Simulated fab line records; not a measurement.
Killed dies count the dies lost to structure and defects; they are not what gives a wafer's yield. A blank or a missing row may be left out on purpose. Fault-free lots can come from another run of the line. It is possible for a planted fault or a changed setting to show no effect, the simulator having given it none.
A lot that was struck, set against a sound lot    flow rit_cmos    17 steps out of a route of 202
Sound: wafers L891.3, L891.4, L891.5. Struck: wafers L893.3, L893.5, L893.6. The cause is named last.
Order at every step that has rows: each side's tool, ch and its chambers, its first start. Under that, the readings that differ: sound wafers    struck wafers    difference of the means    sigmas: that difference in standard deviations of wafers without a fault.
alike: a reading whose means differ by less than 2 such deviations, as well as words and numbers matching on both sides. not compared: withheld readings; readings where some wafer has no value; bounds like >300 that might hide an equal value; numbers whose values overlap and for which the record gives no deviation.
Wherever a step has rows on one side only, a row that says differs or no value, or a row with sigmas, the two part there. Non-overlapping numbers with no deviation appear without sigmas and do not part them. A reading that every wafer of one side lacks parts them only if that side has two wafers or more.

first, 4 steps without rows for these wafers: RIT_NSD_SOFTBAKE_02 (time 60 s); RIT_NSD_EXPOSE_03 (exposes mask M9, target cd 40700 nm); RIT_NSD_PEB_04; RIT_NSD_DEVELOP_05 (develop time 50 s).
RIT_NSD_OVL_MEAS_06:
  struck on overlay-02, day 5 21:02; sound on overlay-01, day 5 07:55
reading       sound           struck         difference  sigmas
NSD_OVL (nm)  -5.1 -3.3 -3.1  -0.5 0.2 -0.9  +3.4        +2
then, 2 steps without rows for these wafers: RIT_NSD_HARDBAKE_07 (time 60 s); RIT_NSD_IMPLANT_08.
RIT_NSD_STRIP_09: strips in O2, time 180 s.
  sound on plasma_asher-01 ch 0,1, day 5 08:18; struck on plasma_asher-01 ch 0,1, day 5 21:25
  alike: drypump_motor_current_A
  not compared: rf_hours_counter_h
RIT_NSD_TW_MEAS_10:
  struck on film_metro-02, day 5 21:34; sound on film_metro-04, day 5 08:26
reading  sound           struck          difference  sigmas
NSD_TW   3177 3177 3189  3087 3092 3091  -91         -2
then, 3 steps without rows for these wafers: RIT_PSD_HMDS_00 (prime time 60 s); RIT_PSD_COAT_01 (resist thk 1000 nm); RIT_PSD_SOFTBAKE_02 (time 60 s).
RIT_PSD_EXPOSE_03: exposes mask M10, target cd 40900 nm.
  sound on iline_stepper-01 ch 0, day 5 08:58; struck on iline_stepper-02 ch 0, day 5 22:13
reading                      sound                 struck          difference  sigmas
model.PSD.overlay_x_nm (nm)  0.4911 0.4911 0.4911  8713 8713 8713  +8713       
  alike: mask
then, 2 steps without rows for these wafers: RIT_PSD_PEB_04; RIT_PSD_DEVELOP_05 (develop time 50 s).
RIT_PSD_OVL_MEAS_06:
  struck on overlay-02, day 5 22:47; sound on overlay-02, day 5 09:20
reading       sound          struck  difference                     sigmas
PSD_OVL (nm)  0.5 -1.9 -1.2  - - -   no value on the struck wafers  
  not compared: hold
RIT_M1_PROBE_99:
  the record holds rows for the sound wafers here (prober-02, day 5 17:47) but none for the struck ones

WHERE THEY PART
Earliest at RIT_NSD_OVL_MEAS_06; latest, in this record, at RIT_M1_PROBE_99.

WHY: whatever the simulator had introduced
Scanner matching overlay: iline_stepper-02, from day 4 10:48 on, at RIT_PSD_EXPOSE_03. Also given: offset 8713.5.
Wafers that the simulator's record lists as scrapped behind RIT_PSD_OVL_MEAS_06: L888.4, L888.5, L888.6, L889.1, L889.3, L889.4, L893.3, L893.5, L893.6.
